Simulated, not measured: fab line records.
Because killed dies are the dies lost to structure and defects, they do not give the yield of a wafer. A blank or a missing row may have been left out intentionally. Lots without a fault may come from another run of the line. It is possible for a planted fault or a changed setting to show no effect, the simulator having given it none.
Which tool is to blame? ; flow berkeley cmos170 ; 45 wafers from 15 lots sampled at 2 of the route's 331 steps

WHAT EACH GAUGE READ, for each wafer
UCB170_GATE_THK_MEAS_02.
lot;measured;on;GATE_OXIDE_THK (nm)
L460;day 5 13:36;film metro-04;6.69 6.72 6.73
L462;day 5 13:32;film metro-02;6.82 6.73 6.68
L464;day 6 08:52;film metro-02;6.47 6.43 6.48
L466;day 6 13:05;film metro-04;6.81 6.74 6.80
L465;day 6 13:04;film metro-01;6.65 6.70 6.58
L463;day 6 13:05;film metro-02;6.50 6.69 6.69
L471;day 7 14:34;film metro-01;6.58 6.60 6.46
L469;day 7 14:37;film metro-04;6.62 6.72 6.63
L472;day 7 19:59;film metro-02;6.55 6.74 6.55
L477;day 8 17:46;film metro-01;6.52 6.55 6.65
L479;day 9 10:30;film metro-02;6.75 6.68 6.83
L480;day 9 14:44;film metro-02;6.46 6.50 6.62
L478;day 9 14:46;film metro-04;6.71 6.63 6.66
L481;day 10 08:09;film metro-02;6.64 6.65 6.67
L483;day 10 10:56;film metro-04;6.41 6.49 6.49

WHAT TOOL EACH LOT RAN ON (gives the tool, then ch and the chambers of the sampled wafers, and finally the start)
lot;UCB170_PVT_STRIP_08
L460;plasma asher-01 ch 0,1, day 5 09:36
L462;plasma asher-02 ch 0,1, day 5 09:50
L464;plasma asher-02 ch 0,1, day 6 06:04
L466;plasma asher-02 ch 0,1, day 6 08:27
L465;plasma asher-01 ch 1, day 6 08:41
L463;plasma asher-03 ch 0, day 6 08:56
L471;plasma asher-03 ch 0,1, day 7 08:05
L469;plasma asher-02 ch 0,1, day 7 08:22
L472;plasma asher-03 ch 0,1, day 7 13:26
L477;plasma asher-01 ch 0,1, day 8 13:56
L479;plasma asher-01 ch 0,1, day 9 04:13
L480;plasma asher-02 ch 0,1, day 9 10:23
L478;plasma asher-03 ch 0,1, day 9 10:23
L481;plasma asher-01 ch 0,1, day 10 00:43
L483;plasma asher-03 ch 0,1, day 10 06:56
- UCB170_PVT_STRIP_08: strips in O2.

WHAT THE TOOLS THEMSELVES READ (means of the sampled wafers that have a number; where no wafer has one, the mark that the record gives instead)
UCB170_PVT_STRIP_08.
lot;tool;drypump motor current A (A);oes product au (a.u.);strip time to endpoint s (s)
L460;plasma asher-01;5.5;0.733;21.60
L462;plasma asher-02;6.6;0.736;21.56
L464;plasma asher-02;6.5;0.731;21.62
L466;plasma asher-02;6.6;0.733;21.61
L465;plasma asher-01;5.8;0.733;21.50
L463;plasma asher-03;5.9;0.733;21.64
L471;plasma asher-03;5.7;0.732;21.56
L469;plasma asher-02;6.5;0.731;21.60
L472;plasma asher-03;5.7;0.734;21.70
L477;plasma asher-01;5.3;0.735;21.75
L479;plasma asher-01;5.5;0.737;21.49
L480;plasma asher-02;6.6;0.732;21.64
L478;plasma asher-03;5.5;0.739;21.59
L481;plasma asher-01;5.2;0.739;21.57
L483;plasma asher-03;5.7;0.733;21.51

THE ANSWER, worked out from the rows above alone
Rule: what is usual is taken from the lots themselves. The widest of any qualifying gaps counts: lots, ordered by their means at a reading, are off when they make up no more than a third of the lots, leave a main group of 4 or more, and stand apart from it by 3 or more times the standard deviation of that group's means. If all means in a main group match to the digits the tables above print for the reading, that group is not used. A lot without any number at a reading at which 4 lots or more have one is off too. Where the step has rows for the other lots, those lots are counted as sound. Order of review: gauges by route order, followed by the tools' own readings, for which a lot's mean as printed above is used. At the first step where some lot is off, the reading lying furthest off is the one used; lots without a number count as furthest.
None of the lots is off at any reading shown; this tells nothing.

WHAT THE SIMULATOR HAD INSERTED
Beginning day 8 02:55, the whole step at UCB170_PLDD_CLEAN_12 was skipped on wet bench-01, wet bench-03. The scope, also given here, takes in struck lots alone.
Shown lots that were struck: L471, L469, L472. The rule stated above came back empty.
